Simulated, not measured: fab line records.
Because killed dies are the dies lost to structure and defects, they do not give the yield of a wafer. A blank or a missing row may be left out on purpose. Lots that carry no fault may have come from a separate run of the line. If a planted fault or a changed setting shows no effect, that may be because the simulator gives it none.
fab line records + flow ritCmos
record
- lots=6
- wafers=18
- lastDay=7
route steps=202 shown PRETRO@69 GATE@75 FOX2@80 M1@202
lots that met no fault: from a run of the same line without faults
startH: the number of hours between the record's first day and the start of the first shown wafer of the lot + waitH: hours from the lot's prior step to this one + " repeats the value in the row above + L1.1+2: several wafers, shown together as one row + - no value present, or no start provided + * or withheld: withheld + < > ~ a bound
route shown NAME@n: names a module that has steps shown in the file, with the first one's number in the route + usual: mean/standard deviation taken from wafers without a fault + same: alike in all rows + chamber/n: place in a boat + sites: readings site by site + _std_site: standard deviation across them + _edge_site: outer sites' mean less inner sites' + radiusMm: for every site, how far away it sits from the centre of the wafer + mask NAME#n: copy n + behind: the last tool/chamber to shape the wafer + hold: reason for holding the lot/hours on hold/outcome of the hold + device: whichever transistor did not switch (one of n, p or np) + end of line: the route-end tests of the same wafers + a step with no rows: only its recipe + killed: dies lost to structure and defects at the first sort, not the wafer's yield + map: dies across one wafer; x = killed, . = not, _ = none there
set.NAME: the setting that was run; set.NAME@STEP: the one run at that earlier step + model.NAME: the simulator's own value behind a step, which no gauge read
lots at some steps of the route; a table a step, a row a wafer
services: the hour from which a tool's chamber was out of use, counted from the record's first day as startH (under 0 if before that day), plus the number of hours and why
## steps
# step RIT_PRETRO_DEVELOP_05
# recipe
- resist=NOVOLAK
- developTimeS=68
- devTempC=23
# step RIT_PRETRO_OVL_MEAS_06
# usual
- PRETRO_OVL=-0.4/1.7
| lot.wafer | tool       | chamber | startH | waitH | PRETRO_OVL[nm] |
|-----------|------------|---------|--------|-------|----------------|
| L164.1    | overlay-01 | -       | 33.91  | -     | -2.3           |
| L164.3    | "          | -       | "      | "     | -3.5           |
| L164.5    | "          | -       | "      | "     | -1.7           |
| L172.1    | overlay-01 | -       | 73.98  | -     | 0.8            |
| L172.2    | "          | -       | "      | "     | 0.1            |
| L172.6    | "          | -       | "      | "     | 0.4            |
| L174.2    | overlay-01 | -       | 82.21  | -     | 3.8            |
| L174.3    | "          | -       | "      | "     | 2.0            |
| L174.6    | "          | -       | "      | "     | 2.4            |
| L180.2    | overlay-01 | -       | 113.05 | -     | -0.6           |
| L180.4    | "          | -       | "      | "     | -1.4           |
| L180.6    | "          | -       | "      | "     | -1.7           |
| L183.3    | overlay-02 | -       | 127.97 | -     | 0.3            |
| L183.4    | "          | -       | "      | "     | 2.2            |
| L183.6    | "          | -       | "      | "     | 1.2            |
| L187.1    | overlay-01 | -       | 148.70 | -     | -1.2           |
| L187.3    | "          | -       | "      | "     | -0.4           |
| L187.4    | "          | -       | "      | "     | -1.0           |
# step RIT_PRETRO_HARDBAKE_07
# recipe
- resist=NOVOLAK
- tempC=140
- timeS=120
# step RIT_PRETRO_IMPLANT_08
# recipe
- species=B
- energyKev=45
- doseCm2=1.2e+13
- tiltDeg=7
# step RIT_PRETRO_STRIP_09
# recipe
- chemistry=O2
- timeS=180
- resist=NOVOLAK
- platenTempC=withheld
- powerW=500
- pressureMtorr=4000
- o2FlowSccm=4000
# usual
- drypumpMotorCurrentA=6.0/0.49
# same
- timeS=180
| lot.wafer | tool           | chamber | startH | waitH | drypumpMotorCurrentA | rfHoursCounterH |
|-----------|----------------|---------|--------|-------|----------------------|-----------------|
| L164.1    | plasmaAsher-02 | 0       | 34.35  | 0.1   | 5.5                  | 36              |
| L164.3    | "              | 0       | "      | "     | 5.5                  | -               |
| L164.5    | "              | 1       | "      | "     | 5.7                  | -               |
| L172.1    | plasmaAsher-02 | 0       | 74.41  | 0.1   | 5.4                  | 40              |
| L172.2    | "              | 1       | "      | "     | 5.7                  | 40              |
| L172.6    | "              | 1       | "      | "     | 5.6                  | -               |
| L174.2    | plasmaAsher-01 | 0       | 82.64  | 0.1   | 5.3                  | 43              |
| L174.3    | "              | 1       | "      | "     | 6.3                  | -               |
| L174.6    | "              | 1       | "      | "     | 6.3                  | -               |
| L180.2    | plasmaAsher-01 | 1       | 113.48 | 0.1   | 6.3                  | 46              |
| L180.4    | "              | 0       | "      | "     | 5.4                  | -               |
| L180.6    | "              | 1       | "      | "     | 6.3                  | -               |
| L183.3    | plasmaAsher-04 | 1       | 128.45 | 0.1   | 6.7                  | -               |
| L183.4    | "              | 0       | "      | "     | 6.4                  | -               |
| L183.6    | "              | 1       | "      | "     | 6.6                  | -               |
| L187.1    | plasmaAsher-02 | 0       | 149.13 | 0.1   | 5.5                  | 4               |
| L187.3    | "              | 1       | "      | "     | 5.7                  | -               |
| L187.4    | "              | 0       | "      | "     | 5.5                  | -               |
# step RIT_PRETRO_TW_MEAS_10
# usual
- PRETRO_TW=475.3/2.7
| lot.wafer | tool         | chamber | startH | waitH | PRETRO_TW |
|-----------|--------------|---------|--------|-------|-----------|
| L164.1    | filmMetro-01 | -       | 34.52  | 0.1   | 472.7     |
| L164.3    | "            | -       | "      | "     | 475.8     |
| L164.5    | "            | -       | "      | "     | 475.5     |
| L172.1    | filmMetro-03 | -       | 74.59  | 0.1   | 476.8     |
| L172.2    | "            | -       | "      | "     | 477.8     |
| L172.6    | "            | -       | "      | "     | 480.2     |
| L174.2    | filmMetro-03 | -       | 82.83  | 0.1   | 476.3     |
| L174.3    | "            | -       | "      | "     | 476.7     |
| L174.6    | "            | -       | "      | "     | 477.2     |
| L180.2    | filmMetro-04 | -       | 113.67 | 0.1   | 470.9     |
| L180.4    | "            | -       | "      | "     | 471.1     |
| L180.6    | "            | -       | "      | "     | 472.1     |
| L183.3    | filmMetro-04 | -       | 128.59 | 0.1   | 473.8     |
| L183.4    | "            | -       | "      | "     | 473.9     |
| L183.6    | "            | -       | "      | "     | 475.0     |
| L187.1    | filmMetro-03 | -       | 149.31 | 0.1   | 474.7     |
| L187.3    | "            | -       | "      | "     | 478.9     |
| L187.4    | "            | -       | "      | "     | 476.1     |
# step RIT_GATE_WET_ETCH_00
# recipe
- chemistry=BOE
- target=SiO2
- targetDepthNm=56
- timeS=60
- dry=n2Spin
- dilution=10:1
- tempC=21.5
# step RIT_GATE_CLEAN_01
# recipe
- chemistry=SC1
- mix=3:3:50
- timeS=600
- tempC=75
# step RIT_GATE_CLEAN_02
# recipe
- chemistry=dHF
- dilution=50:1
- timeS=30
# step RIT_GATE_CLEAN_03
# recipe
- chemistry=SC2
- mix=3:3:50
- timeS=600
- tempC=75
- dry=n2Spin
# step RIT_GATE_CLEAN_04
# recipe
- chemistry=dHF
- dilution=50:1
- timeS=60
- dry=n2Spin
# step RIT_FOX2_THK_MEAS_91
# recipe
- reads=SiO2_of_FOX2_OXIDATION_00
# usual
- FIELD_OXIDE_LEFT_2_THK=258/7
| lot.wafer | tool         | chamber | startH | waitH | FIELD_OXIDE_LEFT_2_THK[nm] |
|-----------|--------------|---------|--------|-------|----------------------------|
| L164.1    | filmMetro-02 | -       | 35.01  | 0.0   | 256                        |
| L164.3    | "            | -       | "      | "     | 254                        |
| L164.5    | "            | -       | "      | "     | 254                        |
| L172.1    | filmMetro-01 | -       | 75.07  | 0.0   | 259                        |
| L172.2    | "            | -       | "      | "     | 255                        |
| L172.6    | "            | -       | "      | "     | 261                        |
| L174.2    | filmMetro-01 | -       | 83.31  | 0.0   | 254                        |
| L174.3    | "            | -       | "      | "     | 250                        |
| L174.6    | "            | -       | "      | "     | 255                        |
| L180.2    | filmMetro-02 | -       | 114.18 | 0.0   | 262                        |
| L180.4    | "            | -       | "      | "     | 259                        |
| L180.6    | "            | -       | "      | "     | 258                        |
| L183.3    | filmMetro-02 | -       | 129.07 | 0.0   | 255                        |
| L183.4    | "            | -       | "      | "     | 258                        |
| L183.6    | "            | -       | "      | "     | 253                        |
| L187.1    | filmMetro-01 | -       | 149.80 | 0.0   | 262                        |
| L187.3    | "            | -       | "      | "     | 260                        |
| L187.4    | "            | -       | "      | "     | 261                        |
# step RIT_GATE_OXIDATION_05
# recipe
- tempC=900
- ambient=O2
- targetThkA=30
- oxTimeS=270
# usual
- spikeTcCentreC=903.3/1.2
- spikeTcSourceC=922.1/2.1
- tubeCenterTempC=900/0.085
- tube_center_temp_C_max=902.3/0.39
| lot.wafer | tool       | chamber | startH | waitH | spikeTcCentreC | spikeTcSourceC | tubeCenterTempC | tube_center_temp_C_max | model.SiO2_of_GATE_OXIDATION_05.thkNm |
|-----------|------------|---------|--------|-------|----------------|----------------|-----------------|------------------------|---------------------------------------|
| L164.1    | furnace-04 | 0       | 35.07  | 0.1   | 905.3          | 923.2          | 899.99          | 902.5                  | 2.985                                 |
| L164.3    | "          | 0       | "      | "     | 905.7          | 920.8          | 900.12          | 902.3                  | 2.971                                 |
| L164.5    | "          | 0       | "      | "     | 903.6          | 922.5          | 899.98          | 902.2                  | 2.937                                 |
| L172.1    | furnace-04 | 0       | 75.40  | 0.3   | 898.9          | 916.6          | 894.9           | 897.6                  | 2.931                                 |
| L172.2    | "          | 0       | "      | "     | 899.9          | 916.4          | 895.15          | 897.2                  | 2.889                                 |
| L172.6    | "          | 0       | "      | "     | 898.2          | 914.7          | 894.9           | 897.8                  | 2.904                                 |
| L174.2    | furnace-04 | 0       | 83.36  | 0.0   | 900.1          | 916.2          | 895.02          | 896.6                  | 2.813                                 |
| L174.3    | "          | 0       | "      | "     | 901.3          | 917.1          | 895.01          | 897.4                  | 2.83                                  |
| L174.6    | "          | 0       | "      | "     | 899.2          | 915.4          | 895.07          | 897.2                  | 2.871                                 |
| L180.2    | furnace-02 | 0       | 114.59 | 0.4   | 903.5          | 919.3          | 900.03          | 902.6                  | 2.909                                 |
| L180.4    | "          | 0       | "      | "     | 902.4          | 920.4          | 899.97          | 902.7                  | 2.917                                 |
| L180.6    | "          | 0       | "      | "     | 902.0          | 920.9          | 899.88          | 901.7                  | 2.897                                 |
| L183.3    | furnace-02 | 0       | 129.11 | 0.0   | 902.8          | 920.0          | 899.94          | 903.0                  | 2.959                                 |
| L183.4    | "          | 0       | "      | "     | 903.3          | 918.1          | 900.02          | 902.9                  | 2.921                                 |
| L183.6    | "          | 0       | "      | "     | 901.6          | 921.5          | 900.25          | 902.2                  | 2.947                                 |
| L187.1    | furnace-01 | 0       | 149.86 | 0.1   | 902.7          | 925.5          | 899.88          | 902.0                  | 3.051                                 |
| L187.3    | "          | 0       | "      | "     | 902.2          | 925.5          | 900.15          | 902.9                  | 3.038                                 |
| L187.4    | "          | 0       | "      | "     | 902.3          | 923.0          | 900.01          | 902.3                  | 3.028                                 |
# step RIT_GATE_ANNEAL_06
# recipe
- tempC=900
- timeS=600
- ambient=N2O
# step RIT_M1_PROBE_99
# usual
- killed_at_M0_to_M3=0.0/0.083
- killedAtContacts=0.1/0.24
- killedAtFrontEnd=7/3.1
- killedDies=7/3.1
- killedOnRim=1.8/1.4
- killedOpen=3.3/2
- killedShort=3.4/2.1
# same
- grossDies=264
- killed_at_M4_up=0
- killedAtBackSide=0
- killedAtOther=0
| lot.wafer | tool      | chamber | startH | waitH | killed_at_M0_to_M3 | killedAtContacts | killedAtFrontEnd | killedDies | killedOnRim | killedOpen | killedShort | model.etest.pmos_0p3.rOnOhmUm | model.etest.nmos_0p3.rOnOhmUm | model.etest.nmosNarrow.driveUaUm | model.etest.nmos_0p3.driveUaUm | model.etest.pmos_0p15.driveUaUm | model.etest.pmos_0p3.driveUaUm | model.etest.pmosNarrow.driveUaUm | model.etest.nmos_0p15.swingMvDec |
|-----------|-----------|---------|--------|-------|--------------------|------------------|------------------|------------|-------------|------------|-------------|-------------------------------|-------------------------------|----------------------------------|--------------------------------|---------------------------------|--------------------------------|----------------------------------|----------------------------------|
| L164.1    | prober-01 | -       | 60.73  | 0.1   | 0                  | 0                | 6                | 6          | 1           | 3          | 3           | 6308                          | 2177                          | 231.1                            | 227.9                          | 260                             | 100.9                          | 103.8                            | 85.58                            |
| L164.3    | prober-01 | -       | 60.83  | 0.2   | 1                  | 0                | 4                | 5          | 3           | 2          | 3           | 6247                          | 2169                          | 231.4                            | 228.1                          | 262.1                           | 102                            | 103.9                            | 85.34                            |
| L164.5    | prober-01 | -       | 60.93  | 0.2   | 0                  | 0                | 4                | 4          | 1           | 3          | 1           | 6236                          | 2169                          | 233.4                            | 231.5                          | 262.3                           | 104.3                          | 107.1                            | 85.02                            |
| L172.1    | prober-01 | -       | 102.16 | 0.1   | 0                  | 1                | 3                | 4          | 1           | 2          | 2           | 6194                          | 2118                          | 233.8                            | 232.9                          | 257.7                           | 103.9                          | 105                              | 85.18                            |
| L172.2    | prober-01 | -       | 102.21 | 0.1   | 0                  | 0                | 2                | 2          | 1           | 2          | 0           | 6094                          | 2104                          | 240                              | 237.8                          | 265.1                           | 106.3                          | 109.1                            | 85.06                            |
| L172.6    | prober-01 | -       | 102.41 | 0.2   | 0                  | 0                | 4                | 4          | 2           | 3          | 1           | 6061                          | 2107                          | 236.4                            | 237.5                          | 258.7                           | 105.8                          | 106.4                            | 84.55                            |
| L174.2    | prober-02 | -       | 110.46 | 0.1   | 0                  | 0                | 9                | 9          | 4           | 4          | 5           | 5879                          | 2097                          | 242.9                            | 240.7                          | 280.3                           | 111.3                          | 112.8                            | 84.7                             |
| L174.3    | prober-02 | -       | 110.51 | 0.2   | 0                  | 0                | 6                | 6          | 1           | 3          | 3           | 5867                          | 2072                          | 237.3                            | 239.2                          | 275.9                           | 110.6                          | 112.1                            | 84.6                             |
| L174.6    | prober-02 | -       | 110.66 | 0.2   | 0                  | 0                | 9                | 9          | 4           | 2          | 7           | 6010                          | 2106                          | 241.7                            | 237.2                          | 279.7                           | 109.3                          | 111.4                            | 84.92                            |
| L180.2    | prober-02 | -       | 138.65 | 0.1   | 0                  | 0                | 2                | 2          | 1           | 1          | 1           | 6060                          | 2104                          | 232.2                            | 230.3                          | 261.6                           | 105.9                          | 107.3                            | 85.45                            |
| L180.4    | prober-02 | -       | 138.75 | 0.2   | 0                  | 0                | 1                | 1          | 1           | 1          | 0           | 6041                          | 2092                          | 225.9                            | 232.4                          | 270.1                           | 107.1                          | 106.7                            | 85.73                            |
| L180.6    | prober-02 | -       | 138.85 | 0.2   | 0                  | 0                | 4                | 4          | 0           | 1          | 3           | 6176                          | 2119                          | 227                              | 232.2                          | 255.4                           | 105.4                          | 104.6                            | 84.83                            |
| L183.3    | prober-01 | -       | 153.77 | 0.2   | 0                  | 0                | 6                | 6          | 4           | 3          | 3           | 6104                          | 2098                          | 233.8                            | 230.5                          | 275.5                           | 105                            | 107                              | 86.24                            |
| L183.4    | prober-01 | -       | 153.82 | 0.2   | 0                  | 0                | 4                | 4          | 2           | 1          | 3           | 6088                          | 2098                          | 237.1                            | 233.5                          | 275.1                           | 105.8                          | 108.8                            | 85.69                            |
| L183.6    | prober-01 | -       | 153.92 | 0.2   | 0                  | 0                | 12               | 12         | 3           | 5          | 7           | 6050                          | 2101                          | 234.6                            | 230.4                          | 271.4                           | 105.1                          | 107.4                            | 85.68                            |
| L187.1    | prober-01 | -       | 178.67 | 0.1   | 0                  | 0                | 10               | 10         | 3           | 1          | 9           | 6405                          | 2198                          | 222.2                            | 221.7                          | 250.6                           | 98.99                          | 98.7                             | 85.69                            |
| L187.3    | prober-01 | -       | 178.77 | 0.2   | 0                  | 0                | 7                | 7          | 1           | 2          | 5           | 6339                          | 2162                          | 223.7                            | 224.1                          | 253.1                           | 99.09                          | 99.38                            | 85.33                            |
| L187.4    | prober-01 | -       | 178.82 | 0.2   | 0                  | 0                | 11               | 11         | 3           | 6          | 5           | 6359                          | 2160                          | 223.9                            | 226.2                          | 252                             | 100.1                          | 100.4                            | 85.6                             |
# killed by level:class
L164.1 GATE:geometricParticle:short=2 FOX1:geometricParticle:open=1 GATE:geometricParticle:open=1 SPACER:geometricParticle:short=1 SPACER:geometricParticle:open=1
L164.3 REOX:geometricParticle:short=1 SPACER:geometricParticle:short=1 SPACER:geometricParticle:open=1 SILICIDE:geometricParticle:open=1 M1:geometricParticle:short=1
L164.5 GATE:geometricParticle:open=2 GATE:geometricParticle:short=1 FOX2:geometricParticle:open=1
L172.1 FOX1:geometricParticle:open=1 FOX1:geometricParticle:short=1 GATE:geometricParticle:short=1 CONTACT:geometricParticle:open=1
L172.2 GATE:geometricParticle:open=2
L172.6 GATE:geometricParticle:open=2 FOX1:geometricParticle:open=1 REOX:geometricParticle:short=1
L174.2 SILICIDE:geometricParticle:short=3 GATE:geometricParticle:short=2 GATE:geometricParticle:open=1 REOX:geometricParticle:open=1 SPACER:geometricParticle:open=1 SILICIDE:geometricParticle:open=1
L174.3 GATE:geometricParticle:short=2 FOX1:geometricParticle:open=1 FOX1:geometricParticle:short=1 SPACER:geometricParticle:open=1 SILICIDE:geometricParticle:open=1
L174.6 GATE:geometricParticle:short=3 SILICIDE:geometricParticle:short=3 FOX1:geometricParticle:open=1 REOX:geometricParticle:open=1 REOX:geometricParticle:short=1
L180.2 GATE:geometricParticle:short=1 GATE:geometricParticle:open=1
L180.4 SPACER:geometricParticle:open=1
L180.6 GATE:geometricParticle:short=3 GATE:geometricParticle:open=1
L183.3 FOX2:geometricParticle:open=2 FOX1:geometricParticle:short=1 SPACER:geometricParticle:open=1 SPACER:geometricParticle:short=1 SILICIDE:geometricParticle:short=1
L183.4 FOX1:geometricParticle:short=1 GATE:geometricParticle:short=1 GATE:geometricParticle:open=1 SPACER:geometricParticle:short=1
L183.6 FOX1:geometricParticle:short=5 FOX1:geometricParticle:open=2 SILICIDE:geometricParticle:short=2 GATE:geometricParticle:open=1 REOX:geometricParticle:open=1 SILICIDE:geometricParticle:open=1
L187.1 FOX1:geometricParticle:short=5 GATE:geometricParticle:short=2 SPACER:geometricParticle:short=2 GATE:geometricParticle:open=1
L187.3 FOX1:geometricParticle:open=2 GATE:geometricParticle:short=2 FOX1:geometricParticle:short=1 REOX:geometricParticle:short=1 SPACER:geometricParticle:short=1
L187.4 GATE:geometricParticle:open=4 FOX1:geometricParticle:short=1 FOX2:geometricParticle:short=1 GATE:geometricParticle:short=1 REOX:geometricParticle:short=1 SPACER:geometricParticle:open=1 SILICIDE:geometricParticle:open=1 SILICIDE:geometricParticle:short=1
## services
| tool           | chamber | startH | hours | kind      |
|----------------|---------|--------|-------|-----------|
| furnace-04     | -       | 13.54  | 8.1   | pm        |
| furnace-01     | -       | 29.84  | 4.3   | pm        |
| plasmaAsher-04 | -       | 87.09  | 2.8   | pm        |
| furnace-01     | -       | 108.52 | 3.8   | pm        |
| plasmaAsher-02 | -       | 108.75 | 9.0   | pm        |
| plasmaAsher-02 | 0       | 108.75 | 9.0   | ventCycle |
| plasmaAsher-02 | 1       | 108.75 | 9.0   | ventCycle |
| plasmaAsher-04 | -       | 114.73 | 0.3   | repair    |
| plasmaAsher-04 | -       | 115.27 | 2.3   | repair    |
| plasmaAsher-02 | 0       | 117.75 | -     | clean     |
| plasmaAsher-02 | 1       | 117.75 | -     | clean     |
| furnace-01     | -       | 143.55 | 1.0   | pm        |
| plasmaAsher-02 | -       | 144.55 | 1.7   | repair    |
| plasmaAsher-01 | -       | 145.50 | 6.2   | pm        |
## key
firstSign
- step=RIT_GATE_OXIDATION_05
- reading=tubeCenterTempC
- direction=down
- sigmas=55
- usual=*
- struck=*
effect
- step=RIT_GATE_OXIDATION_05
- reading=tube_center_temp_C_max
- direction=down
- sigmas=13
- usual=*
- struck=*
modelEffect
- step=RIT_GATE_OXIDATION_05
- value=SiO2_of_GATE_OXIDATION_05.thkNm
- without=3.053
- struck=2.873
modelEffect
- step=RIT_M1_PROBE_99
- value=etest.pmos_0p3.rOnOhmUm
- without=6322
- struck=6018
metAt RIT_GATE_OXIDATION_05
struckWafers L172.1,L172.2,L172.6,L174.2,L174.3,L174.6
testerLeftOut L172,L174
onsetBetween 35.07 75.40
fault
- kind=processParameterDrift
- tool=furnace-04
- chamber=-
- onsetH=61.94
- steps=RIT_GATE_OXIDATION_05
- channel=tempC
- offset=*
- shape=step
- endH=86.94
- actsIn=*
- stated=*
# testerLeftOut: of these lots the tester's yield and bins aren't shown, on N5 and GAA mostly nor the transistor test; their killed dies are dies lost to structure and defects alone, not to doping, threshold or leakage, so they don't give the yield
